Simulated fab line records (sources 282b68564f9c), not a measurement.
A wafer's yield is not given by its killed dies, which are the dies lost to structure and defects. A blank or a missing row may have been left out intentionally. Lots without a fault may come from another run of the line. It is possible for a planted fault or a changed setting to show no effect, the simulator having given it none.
Which of the tools did it? ; flow ritCmos ; 21 wafers from 7 lots sampled at 2 of the route's 202 steps

WHAT EACH GAUGE READ, for each wafer
RIT_PWELL_TW_MEAS_10.
lot;measured;on;PWELL_TW
L423;day 2 05:24;filmMetro-03;947 941 944
L425;day 2 13:28;filmMetro-01;959 960 957
L428;day 3 12:30;filmMetro-03;949 950 955
L434;day 4 14:03;filmMetro-02;939 942 941
L437;day 5 03:58;filmMetro-02;979 979 979 979 980 985
L440;day 5 17:57;filmMetro-02;947 950 950
L444;day 6 14:16;filmMetro-01;958 958 960

WHICH TOOL RAN EACH LOT (tool, then ch and the chambers of the sampled wafers, then the start)
lot;RIT_PWELL_IMPLANT_08
L423;implanter-03 ch 0, day 2 05:04
L425;implanter-01 ch 0, day 2 13:09
L428;implanter-03 ch 0, day 3 12:11
L434;implanter-04 ch 0, day 4 13:44
L437;implanter-04 ch 0, day 5 03:39
L440;implanter-03 ch 0, day 5 17:38
L444;implanter-03 ch 0, day 6 13:59
- RIT_PWELL_IMPLANT_08

THE ANSWER, worked out from the rows above alone
Rule: the lots themselves supply what counts as usual. The widest of any qualifying gaps counts: lots, ordered by their means at a reading, are off when they make up no more than a third of the lots, leave a main group of 4 or more, and stand apart from it by 3 or more times the standard deviation of that group's means. Not used: any main group whose means are identical at the precision the tables above print for the reading. A lot without any number at a reading at which 4 lots or more have one is off too. The other lots that the step has rows for count as sound.
Off: at RIT_PWELL_TW_MEAS_10 (PWELL_TW), L437. Mean 950 and standard deviation 6.8 in the main group.
A tool fits if, at a process step before that reading, it ran every lot that is off, and no sound lot after the first of them. Gauges at RIT_PWELL_TW_MEAS_10: tried the same way as those tools. One fits: RIT_PWELL_IMPLANT_08 on implanter-04. A fault onset in the window from L434 (day 4 13:44, its last sound lot) to L437 (day 5 03:39, its first lot off) fits.

WHAT THE SIMULATOR PUT IN
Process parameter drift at RIT_PWELL_IMPLANT_08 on implanter-04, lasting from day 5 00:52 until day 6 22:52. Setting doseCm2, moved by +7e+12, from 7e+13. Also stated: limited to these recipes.
Lots struck among those shown: L437. The rule above reached the same finding.
